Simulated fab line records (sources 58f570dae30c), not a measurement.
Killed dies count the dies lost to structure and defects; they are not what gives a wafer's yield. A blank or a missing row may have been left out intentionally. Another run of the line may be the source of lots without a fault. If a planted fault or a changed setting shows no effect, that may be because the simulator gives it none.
The tool behind it: which one? :: flow berkeley cmos170 :: 15 lots with 45 wafers sampled at 5 steps, on a route of 331 steps

== WHAT THE GAUGES READ, wafer by wafer ==
UCB170_ACTIVE_THK_MEAS_06. Usual: ACTIVE_NITRIDE_THK typically reads 219.4 nm, with standard deviation 1.8.
lot: L394
measured: day 4 00:32
on: film metro-02
ACTIVE_NITRIDE_THK (nm): 221.3 219.1 221.5
flag: 

lot: L395
measured: day 4 08:39
on: film metro-01
ACTIVE_NITRIDE_THK (nm): 218.1 216.3 218.6
flag: 

lot: L397
measured: day 4 22:43
on: film metro-04
ACTIVE_NITRIDE_THK (nm): 222.8 222.8 222.9
flag: 

lot: L398
measured: day 4 22:44
on: film metro-01
ACTIVE_NITRIDE_THK (nm): 216.5 219.1 217.0
flag: 

lot: L399
measured: day 5 05:15
on: film metro-04
ACTIVE_NITRIDE_THK (nm): 217.1 217.7 217.8
flag: 

lot: L400
measured: day 5 18:15
on: film metro-04
ACTIVE_NITRIDE_THK (nm): 216.8 219.3 218.9
flag: 

lot: L401
measured: day 5 22:56
on: film metro-04
ACTIVE_NITRIDE_THK (nm): 221.3 221.7 222.2
flag: 

lot: L402
measured: day 6 06:26
on: film metro-01
ACTIVE_NITRIDE_THK (nm): 218.1 219.5 219.0
flag: 

lot: L405
measured: day 6 19:13
on: film metro-02
ACTIVE_NITRIDE_THK (nm): 218.6 217.6 218.4
flag: 

lot: L406
measured: day 6 19:13
on: film metro-01
ACTIVE_NITRIDE_THK (nm): 219.9 221.1 219.8
flag: 

lot: L412
measured: day 7 23:20
on: film metro-01
ACTIVE_NITRIDE_THK (nm): 219.9 219.8 223.3
flag: 

lot: L411
measured: day 7 23:21
on: film metro-02
ACTIVE_NITRIDE_THK (nm): 217.6 214.8 216.6
flag: 

lot: L414
measured: day 8 13:37
on: film metro-04
ACTIVE_NITRIDE_THK (nm): 219.7 220.4 219.8
flag: 

lot: L413
measured: day 8 13:37
on: film metro-02
ACTIVE_NITRIDE_THK (nm): 221.0 221.4 221.4
flag: 

lot: L416
measured: day 8 17:44
on: film metro-02
ACTIVE_NITRIDE_THK (nm): 220.7 222.5 220.0
flag: 

UCB170_SACOX_THK_MEAS_02. Usual: SACOX_OXIDE_THK typically reads 14.42 nm, with standard deviation 0.25.
lot: L394
measured: day 5 03:50
on: film metro-04
SACOX_OXIDE_THK (nm): 14.69 14.49 14.36
flag: 

lot: L395
measured: day 5 08:53
on: film metro-03
SACOX_OXIDE_THK (nm): 14.32 14.05 14.24
flag: 

lot: L397
measured: day 5 23:20
on: film metro-03
SACOX_OXIDE_THK (nm): 14.14 14.29 14.30
flag: 

lot: L398
measured: day 5 23:21
on: film metro-02
SACOX_OXIDE_THK (nm): 14.42 14.51 14.35
flag: 

lot: L399
measured: day 6 04:56
on: film metro-02
SACOX_OXIDE_THK (nm): 14.85 14.90 14.62
flag: 

lot: L400
measured: day 6 19:02
on: film metro-04
SACOX_OXIDE_THK (nm): 14.54 14.60 14.72
flag: 

lot: L401
measured: day 6 23:33
on: film metro-02
SACOX_OXIDE_THK (nm): 14.83 14.80 14.78
flag: 

lot: L402
measured: day 7 08:58
on: film metro-03
SACOX_OXIDE_THK (nm): 14.22 14.39 14.37
flag: 

lot: L405
measured: day 7 20:10
on: film metro-02
SACOX_OXIDE_THK (nm): 14.05 14.41 13.71
flag: 

lot: L406
measured: day 7 20:10
on: film metro-03
SACOX_OXIDE_THK (nm): 14.69 14.54 14.53
flag: 

lot: L412
measured: day 8 20:52
on: film metro-04
SACOX_OXIDE_THK (nm): 14.37 14.74 14.61
flag: 

lot: L411
measured: day 8 20:53
on: film metro-02
SACOX_OXIDE_THK (nm): 14.34 14.52 14.26
flag: 

lot: L414
measured: day 9 13:00
on: film metro-04
SACOX_OXIDE_THK (nm): 14.62 14.50 14.66
flag: 

lot: L413
measured: day 9 13:01
on: film metro-02
SACOX_OXIDE_THK (nm): 14.31 14.44 14.28
flag: 

lot: L416
measured: day 9 15:55
on: film metro-03
SACOX_OXIDE_THK (nm): 14.29 14.43 14.40
flag: 

UCB170_PVT_OVL_MEAS_06. Usual: PVT_OVL typically reads 1 nm, with standard deviation 5.7.
lot: L394
measured: day 5 21:32
on: overlay-01
PVT_OVL (nm): 9 8 8
flag: 

lot: L395
measured: day 5 21:23
on: overlay-02
PVT_OVL (nm): -2 -3 1
flag: 

lot: L397
measured: day 6 14:31
on: overlay-01
PVT_OVL (nm): -4 -4 -13
flag: 

lot: L398
measured: day 6 14:19
on: overlay-02
PVT_OVL (nm): 12 8 -1
flag: 

lot: L399
measured: day 6 21:07
on: overlay-02
PVT_OVL (nm): 4 -2 -2
flag: 

lot: L400
measured: day 7 13:17
on: overlay-02
PVT_OVL (nm): 4 5 2
flag: 

lot: L401
measured: day 7 12:53
on: overlay-02
PVT_OVL (nm): -3 -1 3
flag: 

lot: L402
measured: day 7 19:53
on: overlay-02
PVT_OVL (nm): - - -
flag: OFF

lot: L405
measured: day 8 07:28
on: overlay-02
PVT_OVL (nm): - - -
flag: OFF

lot: L406
measured: day 8 07:14
on: overlay-02
PVT_OVL (nm): - - -
flag: OFF

lot: L412
measured: day 9 07:35
on: overlay-01
PVT_OVL (nm): 1 2 2
flag: 

lot: L411
measured: day 9 08:20
on: overlay-02
PVT_OVL (nm): 5 0 -4
flag: 

lot: L414
measured: day 10 01:28
on: overlay-02
PVT_OVL (nm): 6 6 8
flag: 

lot: L413
measured: day 10 01:12
on: overlay-02
PVT_OVL (nm): -7 -5 -5
flag: 

lot: L416
measured: day 10 02:47
on: overlay-02
PVT_OVL (nm): -2 -6 -10
flag: 

UCB170_GATE_CD_MEAS_90 targets a cd of 350 nm. Usual: 350.2 nm for cd nm, sd 1.3.
lot: L394
measured: day 6 10:17
on: cd sem-02
cd nm (nm): 351.8 352.5 351.7
flag: 

lot: L395
measured: day 6 10:04
on: cd sem-02
cd nm (nm): 349.5 348.4 348.7
flag: 

lot: L397
measured: day 7 07:36
on: cd sem-02
cd nm (nm): 351.4 351.6 351.8
flag: 

lot: L398
measured: day 7 07:22
on: cd sem-01
cd nm (nm): 352.0 349.7 350.3
flag: 

lot: L399
measured: day 7 14:05
on: cd sem-02
cd nm (nm): 352.5 351.3 351.8
flag: 

lot: L400
measured: day 8 01:27
on: cd sem-01
cd nm (nm): 350.7 348.7 349.5
flag: 

lot: L401
measured: day 8 01:14
on: cd sem-02
cd nm (nm): 349.1 350.2 349.2
flag: 

lot: L402
measured: day 8 05:44
on: cd sem-01
cd nm (nm): 352.4 352.5 352.5
flag: 

lot: L405
measured: day 8 19:55
on: cd sem-02
cd nm (nm): 349.4 349.7 350.8
flag: 

lot: L406
measured: day 8 20:10
on: cd sem-01
cd nm (nm): 350.1 349.7 349.7
flag: 

lot: L412
measured: day 9 18:02
on: cd sem-01
cd nm (nm): 351.0 350.0 350.3
flag: 

lot: L411
measured: day 9 18:49
on: cd sem-01
cd nm (nm): 350.5 352.0 349.7
flag: 

lot: L414
measured: day 10 14:08
on: cd sem-01
cd nm (nm): 348.5 350.3 350.8
flag: 

lot: L413
measured: day 10 14:06
on: cd sem-02
cd nm (nm): 352.2 352.5 352.2
flag: 

lot: L416
measured: day 10 13:52
on: cd sem-01
cd nm (nm): 351.1 351.1 350.8
flag: 

== WHAT TOOL EACH LOT RAN ON (gives the tool, then ch and the chambers of the sampled wafers, and finally the start) ==
lot: L394
UCB170_PVT_COAT_01: litho track-03 ch 0, day 5 20:22

lot: L395
UCB170_PVT_COAT_01: litho track-02 ch 0, day 5 19:58

lot: L397
UCB170_PVT_COAT_01: litho track-03 ch 0, day 6 13:35

lot: L398
UCB170_PVT_COAT_01: litho track-01 ch 0, day 6 13:38

lot: L399
UCB170_PVT_COAT_01: litho track-01 ch 0, day 6 20:08

lot: L400
UCB170_PVT_COAT_01: litho track-03 ch 0, day 7 12:19

lot: L401
UCB170_PVT_COAT_01: litho track-01 ch 0, day 7 11:44

lot: L402
UCB170_PVT_COAT_01: litho track-03, day 7 19:03

lot: L405
UCB170_PVT_COAT_01: litho track-02, day 8 06:34

lot: L406
UCB170_PVT_COAT_01: litho track-01, day 8 06:34

lot: L412
UCB170_PVT_COAT_01: litho track-02 ch 0, day 9 06:47

lot: L411
UCB170_PVT_COAT_01: litho track-02 ch 0, day 9 07:16

lot: L414
UCB170_PVT_COAT_01: litho track-01 ch 0, day 9 23:16

lot: L413
UCB170_PVT_COAT_01: litho track-02 ch 0, day 9 23:02

lot: L416
UCB170_PVT_COAT_01: litho track-01 ch 0, day 10 01:53
- UCB170_PVT_COAT_01: resist thk 900 nm.

== WHAT THE TOOLS THEMSELVES READ (means of the sampled wafers that have a number; where no wafer has one, the mark that the record gives instead) ==
UCB170_PVT_COAT_01. Usual: chill plate temp C 23.02 C, standard deviation 0.1; dispense pressure kPa 50.3 kPa, standard deviation 2.4.
lot: L394
tool: litho track-03
chill plate temp C (C): 22.91
dispense pressure kPa (kPa): 49.3
flag: 

lot: L395
tool: litho track-02
chill plate temp C (C): 23.03
dispense pressure kPa (kPa): 47.5
flag: 

lot: L397
tool: litho track-03
chill plate temp C (C): 23.08
dispense pressure kPa (kPa): 49.3
flag: 

lot: L398
tool: litho track-01
chill plate temp C (C): 23.05
dispense pressure kPa (kPa): 53.0
flag: 

lot: L399
tool: litho track-01
chill plate temp C (C): 23.08
dispense pressure kPa (kPa): 53.0
flag: 

lot: L400
tool: litho track-03
chill plate temp C (C): 22.97
dispense pressure kPa (kPa): 49.3
flag: 

lot: L401
tool: litho track-01
chill plate temp C (C): 23.02
dispense pressure kPa (kPa): 53.0
flag: 

lot: L402
tool: litho track-03
chill plate temp C (C): -
dispense pressure kPa (kPa): -
flag: OFF

lot: L405
tool: litho track-02
chill plate temp C (C): -
dispense pressure kPa (kPa): -
flag: OFF

lot: L406
tool: litho track-01
chill plate temp C (C): -
dispense pressure kPa (kPa): -
flag: OFF

lot: L412
tool: litho track-02
chill plate temp C (C): 22.92
dispense pressure kPa (kPa): 47.5
flag: 

lot: L411
tool: litho track-02
chill plate temp C (C): 23.12
dispense pressure kPa (kPa): 47.5
flag: 

lot: L414
tool: litho track-01
chill plate temp C (C): 23.06
dispense pressure kPa (kPa): 53.0
flag: 

lot: L413
tool: litho track-02
chill plate temp C (C): 23.04
dispense pressure kPa (kPa): 47.5
flag: 

lot: L416
tool: litho track-01
chill plate temp C (C): 22.93
dispense pressure kPa (kPa): 53.0
flag: 

== THE ANSWER, worked out from the rows above alone ==
Rule: take the mean of a lot's wafers that have a number; if it is more than 3 standard deviations from the usual mean, the lot is off. A lot without any number at a reading at which 4 lots or more have one is off too. All remaining lots with rows at the step are treated as sound. First the gauges in route order, then the tools' own readings, where a lot's mean is used as printed above. The first step at which some lot is off is used, and at that step the reading that is off furthest; a lot without a number counts as furthest.
Off: at UCB170_PVT_OVL_MEAS_06 (PVT_OVL), L402, L405, L406. Without a number there: L402, L405, L406.
A tool fits if, at a process step before that reading, it ran every lot that is off, and no sound lot after the first of them. Not tried: the gauges at UCB170_PVT_OVL_MEAS_06; whatever is off there is also off at UCB170_PVT_COAT_01, on other tools, and gauge error can't account for it. Not one of the candidates tried fits.

== WHAT THE SIMULATOR HAD PUT IN ==
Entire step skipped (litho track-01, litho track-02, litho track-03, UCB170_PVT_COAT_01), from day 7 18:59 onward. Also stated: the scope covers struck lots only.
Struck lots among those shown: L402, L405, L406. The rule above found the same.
